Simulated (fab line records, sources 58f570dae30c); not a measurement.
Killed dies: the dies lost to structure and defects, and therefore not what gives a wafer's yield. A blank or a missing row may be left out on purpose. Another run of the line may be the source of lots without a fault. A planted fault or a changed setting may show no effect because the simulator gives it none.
Which tool is to blame? -- flow berkeley cmos170 -- 14 lots with 42 wafers sampled at 6 steps, on a route of 331 steps

== WHAT THE GAUGES SHOWED, per wafer ==
UCB170_NSD_CD_MEAS_06: target cd 1200 nm. Usual: 1200.6 nm for cd nm, sd 1.3.
lot,measured,on,cd nm (nm),flag
L422,day 6 23:37,cd sem-02,1201.4 1199.8 1200.4,
L421,day 6 23:50,cd sem-02,1198.7 1198.4 1198.9,
L423,day 7 05:24,cd sem-02,1202.3 1202.5 1202.8,
L426,day 7 13:43,cd sem-02,1200.4 1199.8 1199.8,
L424,day 7 14:00,cd sem-01,1199.7 1199.9 1200.7,
L425,day 7 14:47,cd sem-02,1200.8 1199.4 1200.8,
L428,day 8 03:01,cd sem-02,1200.0 1200.1 1198.3,
L427,day 8 03:04,cd sem-01,1201.3 1201.6 1201.7,
L432,day 8 18:23,cd sem-02,1200.0 1200.2 1202.0,
L436,day 9 22:19,cd sem-02,1199.3 1200.3 1199.6,
L437,day 9 23:07,cd sem-02,1202.7 1200.7 1200.9,
L439,day 10 10:37,cd sem-01,1199.7 1200.1 1201.1,
L440,day 10 10:49,cd sem-02,1198.9 1199.6 1200.1,
L443,day 11 11:24,cd sem-02,1199.8 1201.0 1199.5,

UCB170_M1_RS_MEAS_01: the measuring method here is four-point-probe. Usual: for M1_AL_RS the level is 0.0485 ohm/sq and the standard deviation is 0.00049.
lot,measured,on,M1_AL_RS (ohm/sq),flag
L422,day 7 09:08,film metro-02,0.0489 0.0489 0.0488,
L421,day 7 09:32,film metro-01,0.0477 0.0481 0.0483,
L423,day 7 13:46,film metro-02,0.0481 0.0482 0.0481,
L426,day 7 22:11,film metro-02,0.0494 0.0490 0.0496,
L424,day 8 01:05,film metro-01,0.0492 0.0498 0.0495,
L425,day 8 01:16,film metro-04,0.0486 0.0481 0.0485,
L428,day 8 10:59,film metro-04,0.0488 0.0484 0.0487,
L427,day 8 11:38,film metro-01,0.0485 0.0481 0.0483,
L432,day 9 04:53,film metro-01,0.0487 0.0485 0.0490,
L436,day 10 05:16,film metro-02,0.0374 0.0375 0.0373,OFF
L437,day 10 07:14,film metro-04,0.0375 0.0372 0.0374,OFF
L439,day 10 18:08,film metro-04,0.0481 0.0482 0.0475,
L440,day 10 18:54,film metro-02,0.0488 0.0490 0.0487,
L443,day 11 21:18,film metro-02,0.0486 0.0487 0.0488,

UCB170_M1_THK_MEAS_02: measures by xrf. Usual: for M1_AL_THK the level is 597 nm and the standard deviation is 6.9.
lot,measured,on,M1_AL_THK (nm),flag
L422,day 7 09:14,film metro-02,596 592 597,
L421,day 7 09:38,film metro-01,601 595 599,
L423,day 7 13:53,film metro-02,603 601 603,
L426,day 7 22:19,film metro-02,587 594 589,
L424,day 8 01:11,film metro-01,584 578 584,
L425,day 8 01:23,film metro-04,593 607 598,
L428,day 8 11:07,film metro-04,593 602 597,
L427,day 8 11:44,film metro-01,596 597 595,
L432,day 9 05:00,film metro-01,586 592 587,
L436,day 10 05:23,film metro-02,770 762 773,OFF
L437,day 10 07:21,film metro-04,768 776 771,OFF
L439,day 10 18:16,film metro-04,610 606 611,
L440,day 10 19:01,film metro-02,590 586 592,
L443,day 11 21:25,film metro-02,598 595 595,

UCB170_V2_OVL_MEAS_13. Usual: for V2_OVL the level is -7 nm and the standard deviation is 5.
lot,measured,on,V2_OVL (nm),flag
L422,day 7 23:53,overlay-01,-16 -18 -17,
L421,day 8 00:59,overlay-02,-6 -9 -1,
L423,day 8 05:56,overlay-02,-5 -6 -9,
L426,day 8 10:48,overlay-01,-4 -5 -13,
L424,day 8 16:10,overlay-02,1 -5 -1,
L425,day 8 15:53,overlay-01,-4 -11 -13,
L428,day 9 02:34,overlay-01,-10 -10 -10,
L427,day 9 02:23,overlay-02,-9 -5 -10,
L432,day 9 17:30,overlay-01,-11 -18 -12,
L436,day 10 20:57,overlay-01,-14 0 -14,
L437,day 10 21:23,overlay-01,-9 -8 -13,
L439,day 11 08:41,overlay-01,-12 -7 -8,
L440,day 11 08:02,overlay-01,-16 -11 -15,
L443,day 12 10:56,overlay-02,-17 -14 -5,

== WHICH TOOL RAN EACH LOT (tool, then ch and the chambers of the sampled wafers, then the start) ==
lot,UCB170_M1_SPUTTER_00,UCB170_M1_METAL_ETCH_12
L422,"pvd sputter-01, day 7 09:03","rie metal-03 ch 0, day 7 10:44"
L421,"pvd sputter-02, day 7 09:26","rie metal-02 ch 0,1, day 7 11:01"
L423,"pvd sputter-02, day 7 13:43","rie metal-03 ch 0,1, day 7 16:14"
L426,"pvd sputter-01, day 7 22:08","rie metal-01 ch 0,1, day 8 00:42"
L424,"pvd sputter-02, day 8 00:59","rie metal-02 ch 0,1, day 8 03:32"
L425,"pvd sputter-01, day 8 01:12","rie metal-01 ch 0,1, day 8 03:46"
L428,"pvd sputter-01, day 8 10:55","rie metal-02 ch 0,1, day 8 12:40"
L427,"pvd sputter-03, day 8 11:31","rie metal-03 ch 0,1, day 8 13:15"
L432,"pvd sputter-02, day 9 04:49","rie metal-02 ch 0, day 9 06:37"
L436,"pvd sputter-03, day 10 05:12","rie metal-03 ch 0,1, day 10 06:49"
L437,"pvd sputter-03, day 10 07:10","rie metal-03 ch 0,1, day 10 08:39"
L439,"pvd sputter-01, day 10 18:05","rie metal-02 ch 0,1, day 10 19:52"
L440,"pvd sputter-02, day 10 18:50","rie metal-01 ch 0,1, day 10 20:27"
L443,"pvd sputter-02, day 11 21:13","rie metal-03 ch 0, day 11 22:48"
- UCB170_M1_SPUTTER_00: material Al, target thk 600 nm, time 80 s.
- UCB170_M1_METAL_ETCH_12: etches Al in Cl2/BCl3, stops on PSG, target depth 780 nm, time 130 s.

== WHAT THE TOOLS THEMSELVES READ (means of the sampled wafers that have a number; where no wafer has one, the mark that the record gives instead) ==
UCB170_M1_SPUTTER_00. Usual: 30.8 % for throttle valve pct, sd 1.1.
lot,tool,throttle valve pct (%),flag
L422,pvd sputter-01,31.4,
L421,pvd sputter-02,30.5,
L423,pvd sputter-02,30.3,
L426,pvd sputter-01,31.2,
L424,pvd sputter-02,29.9,
L425,pvd sputter-01,31.3,
L428,pvd sputter-01,31.3,
L427,pvd sputter-03,31.0,
L432,pvd sputter-02,30.3,
L436,pvd sputter-03,32.1,
L437,pvd sputter-03,31.9,
L439,pvd sputter-01,31.2,
L440,pvd sputter-02,30.5,
L443,pvd sputter-02,29.8,

UCB170_M1_METAL_ETCH_12. Usual: drypump motor current A 5.7 A, standard deviation 0.42; oes product au 0.853 a.u., standard deviation 0.017; throttle valve pct 24.38 %, standard deviation 0.13.
lot,tool,drypump motor current A (A),oes product au (a.u.),throttle valve pct (%),flag
L422,rie metal-03,6.0,0.825,24.35,
L421,rie metal-02,5.2,0.859,24.54,
L423,rie metal-03,6.2,0.857,24.35,
L426,rie metal-01,5.7,0.860,24.27,
L424,rie metal-02,5.2,0.841,24.55,
L425,rie metal-01,5.6,0.859,24.33,
L428,rie metal-02,5.3,0.844,24.44,
L427,rie metal-03,6.2,0.844,24.35,
L432,rie metal-02,5.3,0.844,24.33,
L436,rie metal-03,6.2,0.970,24.28,OFF
L437,rie metal-03,6.2,0.986,24.28,OFF
L439,rie metal-02,5.2,0.852,24.54,
L440,rie metal-01,5.6,0.855,24.33,
L443,rie metal-03,6.1,0.824,24.36,

== THE ANSWER, worked out from the rows above alone ==
Rule: take the mean of a lot's wafers that have a number; if it is more than 3 standard deviations from the usual mean, the lot is off. Also off: a lot with no number at a reading for which 4 or more lots have one. Any other lot the step has rows for is counted as sound. First the gauges in route order, then the tools' own readings, where a lot's mean is used as printed above. At the first step where some lot is off, the reading lying furthest off is the one used; lots without a number count as furthest.
Off: at UCB170_M1_RS_MEAS_01 (M1_AL_RS), L436, L437.
If a tool, at a process step before that reading, ran all the lots that are off and no sound lot after the first of them, it fits. Not tried: the gauges at UCB170_M1_RS_MEAS_01; whatever is off there is also off at UCB170_M1_METAL_ETCH_12, on other tools, and gauge error can't account for it. One fits: pvd sputter-03 at UCB170_M1_SPUTTER_00. A fault onset in the window from L427 (day 8 11:31, its last sound lot) to L436 (day 10 05:12, its first lot off) fits.

== WHAT WAS PUT IN BY THE SIMULATOR ==
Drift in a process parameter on pvd sputter-03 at UCB170_M1_SPUTTER_00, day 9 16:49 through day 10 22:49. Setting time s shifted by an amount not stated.
Lots struck among those shown: L436, L437. The same result came from the rule above.
